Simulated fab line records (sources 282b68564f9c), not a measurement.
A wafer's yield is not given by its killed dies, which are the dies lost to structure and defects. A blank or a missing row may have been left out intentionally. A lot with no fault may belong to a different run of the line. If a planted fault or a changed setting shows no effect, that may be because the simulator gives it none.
Check for tools in common :: flow rit cmos :: Lots sampled 15, wafers sampled 45

THE REASON FOR OPENING IT
RIT_ACTIVE_THK_MEAS_02, reading ACTIVE_OXIDE_THK: flagged on 3 of 15 lots. No-fault wafers: 46.5 nm, standard deviation 0.74.
Rule: a lot is flagged when every wafer of it that has a number lies more than 4 standard deviations from that mean, or none has a number. The rest of the lots are taken to be sound.

lot: L839
measured: day 1 12:04
on: film metro-03
ACTIVE_OXIDE_THK (nm), wafer by wafer: 46.4 46.5 46.3
flag: 

lot: L840
measured: day 1 17:03
on: film metro-03
ACTIVE_OXIDE_THK (nm), wafer by wafer: 47.9 47.5 47.3
flag: 

lot: L841
measured: day 1 22:03
on: film metro-04
ACTIVE_OXIDE_THK (nm), wafer by wafer: 47.7 46.6 47.8
flag: 

lot: L842
measured: day 2 03:03
on: film metro-02
ACTIVE_OXIDE_THK (nm), wafer by wafer: 46.7 46.0 46.6
flag: 

lot: L843
measured: day 2 08:04
on: film metro-02
ACTIVE_OXIDE_THK (nm), wafer by wafer: 47.3 47.1 47.6
flag: 

lot: L844
measured: day 2 13:04
on: film metro-04
ACTIVE_OXIDE_THK (nm), wafer by wafer: 46.2 46.8 46.1
flag: 

lot: L845
measured: day 2 19:21
on: film metro-04
ACTIVE_OXIDE_THK (nm), wafer by wafer: 46.2 45.6 46.3
flag: 

lot: L846
measured: day 2 23:19
on: film metro-03
ACTIVE_OXIDE_THK (nm), wafer by wafer: 46.7 47.1 47.4
flag: 

lot: L850
measured: day 3 19:03
on: film metro-03
ACTIVE_OXIDE_THK (nm), wafer by wafer: 45.9 46.0 45.5
flag: 

lot: L852
measured: day 4 05:47
on: film metro-03
ACTIVE_OXIDE_THK (nm), wafer by wafer: 46.6 45.9 45.7
flag: 

lot: L855
measured: day 4 21:32
on: film metro-04
ACTIVE_OXIDE_THK (nm), wafer by wafer: 37.5 37.2 35.9
flag: FLAGGED

lot: L856
measured: day 5 01:03
on: film metro-04
ACTIVE_OXIDE_THK (nm), wafer by wafer: 37.8 37.5 37.4
flag: FLAGGED

lot: L857
measured: day 5 07:14
on: film metro-04
ACTIVE_OXIDE_THK (nm), wafer by wafer: 38.3 37.7 37.5
flag: FLAGGED

lot: L858
measured: day 5 13:05
on: film metro-04
ACTIVE_OXIDE_THK (nm), wafer by wafer: 45.3 46.5 46.9
flag: 

lot: L862
measured: day 6 07:03
on: film metro-02
ACTIVE_OXIDE_THK (nm), wafer by wafer: 46.5 46.9 46.9
flag: 
The numbers of the flagged lots are 37.4 nm on average: -9.1 nm against the usual, or -12 standard deviations.

TOOL THAT RAN EACH LOT
The record holds 1 process step before the reading, out of a route of 202 steps. Cell contents, in order: the tool; ch with the chambers the sampled wafers went through; the start.
lot: L839
flag: 
RIT_ACTIVE_OXIDATION_01: furnace-04 ch 0, day 1 10:07

lot: L840
flag: 
RIT_ACTIVE_OXIDATION_01: furnace-02 ch 0, day 1 15:07

lot: L841
flag: 
RIT_ACTIVE_OXIDATION_01: furnace-03 ch 0, day 1 20:07

lot: L842
flag: 
RIT_ACTIVE_OXIDATION_01: furnace-03 ch 0, day 2 01:07

lot: L843
flag: 
RIT_ACTIVE_OXIDATION_01: furnace-04 ch 0, day 2 06:07

lot: L844
flag: 
RIT_ACTIVE_OXIDATION_01: furnace-03 ch 0, day 2 11:07

lot: L845
flag: 
RIT_ACTIVE_OXIDATION_01: furnace-03 ch 0, day 2 17:25

lot: L846
flag: 
RIT_ACTIVE_OXIDATION_01: furnace-04 ch 0, day 2 21:22

lot: L850
flag: 
RIT_ACTIVE_OXIDATION_01: furnace-03 ch 0, day 3 17:07

lot: L852
flag: 
RIT_ACTIVE_OXIDATION_01: furnace-03 ch 0, day 4 03:49

lot: L855
flag: FLAGGED
RIT_ACTIVE_OXIDATION_01: furnace-03 ch 0, day 4 19:36

lot: L856
flag: FLAGGED
RIT_ACTIVE_OXIDATION_01: furnace-03 ch 0, day 4 23:07

lot: L857
flag: FLAGGED
RIT_ACTIVE_OXIDATION_01: furnace-03 ch 0, day 5 05:17

lot: L858
flag: 
RIT_ACTIVE_OXIDATION_01: furnace-04 ch 0, day 5 11:08

lot: L862
flag: 
RIT_ACTIVE_OXIDATION_01: furnace-04 ch 0, day 6 05:07
These steps, and what they do:
- RIT_ACTIVE_OXIDATION_01: target thk 46.8 nm, ox time 3360 s.
- RIT_ACTIVE_THK_MEAS_02

FLAGGED OVER TOTAL, TOOL BY TOOL (the gauges that took the reading come last)
step: RIT_ACTIVE_OXIDATION_01
tool: furnace-02
lots run: 1
flagged: 0
share of the flagged lots: none
sound lots run after its first flagged lot: -

step: RIT_ACTIVE_OXIDATION_01
tool: furnace-03
lots run: 9
flagged: 3
share of the flagged lots: all
sound lots run after its first flagged lot: 0

step: RIT_ACTIVE_OXIDATION_01
tool: furnace-04
lots run: 5
flagged: 0
share of the flagged lots: none
sound lots run after its first flagged lot: -

step: RIT_ACTIVE_THK_MEAS_02
tool: film metro-02
lots run: 3
flagged: 0
share of the flagged lots: none
sound lots run after its first flagged lot: -

step: RIT_ACTIVE_THK_MEAS_02
tool: film metro-03
lots run: 5
flagged: 0
share of the flagged lots: none
sound lots run after its first flagged lot: -

step: RIT_ACTIVE_THK_MEAS_02
tool: film metro-04
lots run: 7
flagged: 3
share of the flagged lots: all
sound lots run after its first flagged lot: 1 (L858)

WHAT THE TABLE PERMITS
furnace-03 at RIT_ACTIVE_OXIDATION_01 and film metro-04 at RIT_ACTIVE_THK_MEAS_02 are the 2 rows of the table that ran each flagged lot.
- furnace-03 at RIT_ACTIVE_OXIDATION_01: 3 of its 9 lots flagged. It ran its last sound lot, L852, at day 4 03:49 and its first flagged lot, L855, at day 4 19:36: a fault with its onset between the two fits. Its own readings (spike tc centre C, spike tc load C, spike tc source C, tube center temp C, tube_center_temp_C_max) fall more than 4 standard deviations out on all wafers of the flagged lots.
- film metro-04 at RIT_ACTIVE_THK_MEAS_02: 3 of its 7 lots flagged. Sound lots followed the first flagged one (L858) on it, something a lasting fault affecting the whole tool could not allow.
Just one tool remains: furnace-03 at RIT_ACTIVE_OXIDATION_01.

WHAT THE SIMULATOR HAD PUT IN
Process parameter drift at RIT_ACTIVE_OXIDATION_01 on furnace-03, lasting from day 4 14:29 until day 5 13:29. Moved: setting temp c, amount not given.
Lots struck among those shown: L855, L856, L857. The rule above reached the same finding.
